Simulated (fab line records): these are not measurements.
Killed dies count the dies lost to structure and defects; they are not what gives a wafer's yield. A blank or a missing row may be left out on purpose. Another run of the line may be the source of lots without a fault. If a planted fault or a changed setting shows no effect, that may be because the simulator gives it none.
What tool caused it?	flow berkeley cmos170	13 lots with 39 wafers sampled at 3 steps, on a route of 331 steps

== WHAT THE GAUGES SHOWED, per wafer ==
UCB170_CONTACT_THK_MEAS_02.
lot	measured	on	CONTACT_PSG_THK (nm)
L479	day 7 06:39	film metro-03	699 700 699
L482	day 8 05:56	film metro-04	700 699 696
L480	day 8 02:57	film metro-04	695 697 690
L483	day 8 13:28	film metro-03	698 691 690
L485	day 8 11:22	film metro-01	698 695 697
L486	day 9 08:50	film metro-01	696 702 701
L487	day 9 08:52	film metro-03	699 695 694
L488	day 9 08:50	film metro-04	687 697 697
L490	day 9 16:17	film metro-04	696 699 690
L492	day 10 14:17	film metro-01	705 703 706
L493	day 11 06:40	film metro-04	698 709 705
L498	day 11 18:02	film metro-04	713 708 717
L500	day 12 10:41	film metro-03	696 692 696

UCB170_M1_CD_MEAS_90: target cd 700 nm.
lot	measured	on	cd nm (nm)
L479	day 7 11:27	cd sem-02	701.1 698.6 703.3
L482	day 8 15:51	cd sem-02	696.0 697.3 697.8
L480	day 8 07:41	cd sem-02	700.8 698.4 700.5
L483	day 8 17:58	cd sem-02	704.7 703.7 703.3
L485	day 8 16:01	cd sem-02	700.3 697.6 699.8
L486	day 9 12:57	cd sem-01	700.3 699.5 701.5
L487	day 9 13:15	cd sem-01	698.5 700.7 701.8
L488	day 9 13:26	cd sem-02	699.7 699.7 696.4
L490	day 9 20:59	cd sem-02	696.2 697.1 693.2
L492	day 10 18:38	cd sem-02	700.6 701.4 694.1
L493	day 11 11:12	cd sem-02	707.5 706.5 702.4
L498	day 11 23:50	cd sem-01	699.8 703.9 698.6
L500	day 12 14:50	cd sem-02	697.9 697.7 698.1

== WHICH TOOL RAN EACH LOT (tool, then ch and the chambers of the sampled wafers, then the start) ==
lot	UCB170_ACTIVE_ETCH_15
L479	rie diel-03 ch 2,3, day 4 04:53
L482	rie diel-02 ch 1,3, day 5 03:11
L480	rie diel-02 ch 1,2,3, day 5 03:37
L483	rie diel-04 ch 1,3, day 5 15:36
L485	rie diel-03 ch 0,2, day 5 15:44
L486	rie diel-03 ch 0,2,3, day 6 02:58
L487	rie diel-02 ch 0,1,3, day 6 03:15
L488	rie diel-03 ch 0,2,3, day 6 03:31
L490	rie diel-02 ch 0,3, day 6 15:14
L492	rie diel-02 ch 1,2, day 7 12:35
L493	rie diel-02 ch 2,3, day 7 23:05
L498	rie diel-03 ch 1,2,3, day 8 18:35
L500	rie diel-02 ch 0,1,2, day 9 03:08
- UCB170_ACTIVE_ETCH_15: etches Si3N4 in CH3F/Ar/O2, stops on SiO2, target depth 242 nm, time 151 s.

== WHAT THE TOOLS THEMSELVES READ (means of the sampled wafers that have a number; where no wafer has one, the mark that the record gives instead) ==
UCB170_ACTIVE_ETCH_15.
lot	tool	chamber pressure mTorr (mTorr)	drypump motor current A (A)	oes product au (a.u.)	rf fwd power W (W)	throttle valve pct (%)
L479	rie diel-03	49.96	5.4	0.953	446.6	8.22
L482	rie diel-02	49.99	5.3	0.937	446.4	8.08
L480	rie diel-02	50.00	5.6	0.941	448.0	8.10
L483	rie diel-04	50.03	5.2	0.951	448.0	8.19
L485	rie diel-03	50.04	5.6	0.937	447.6	8.14
L486	rie diel-03	49.99	5.8	0.940	447.2	8.18
L487	rie diel-02	50.01	5.3	0.924	448.3	8.10
L488	rie diel-03	50.01	5.8	0.942	449.4	8.19
L490	rie diel-02	49.98	5.3	0.921	448.4	8.09
L492	rie diel-02	50.02	6.0	0.946	448.4	8.18
L493	rie diel-02	50.04	5.6	0.942	448.6	8.04
L498	rie diel-03	49.98	5.4	0.944	447.4	8.21
L500	rie diel-02	50.01	5.7	0.924	447.6	8.18

== THE ANSWER, worked out from the rows above alone ==
Rule: the lots themselves supply what counts as usual. Put in order of their means at a reading, lots are off if they are a third of the lots or fewer, leave a main group of 4 or more, and stand apart from it by a gap of 3 or more times the standard deviation of the main group's means; of several such gaps the widest counts. The tables above print the reading to a certain number of digits; a main group whose means all agree to those digits is not used. A lot without any number at a reading at which 4 lots or more have one is off too. All remaining lots with rows at the step are treated as sound. After the gauges, taken in route order, come the tools' own readings; for these a lot's mean is taken, as printed above. The first step at which some lot is off is used, and at that step the reading that is off furthest; a lot without a number counts as furthest.
Across all readings shown, no lot is off: no conclusion can be drawn from this.

== WHAT THE SIMULATOR PUT IN ==
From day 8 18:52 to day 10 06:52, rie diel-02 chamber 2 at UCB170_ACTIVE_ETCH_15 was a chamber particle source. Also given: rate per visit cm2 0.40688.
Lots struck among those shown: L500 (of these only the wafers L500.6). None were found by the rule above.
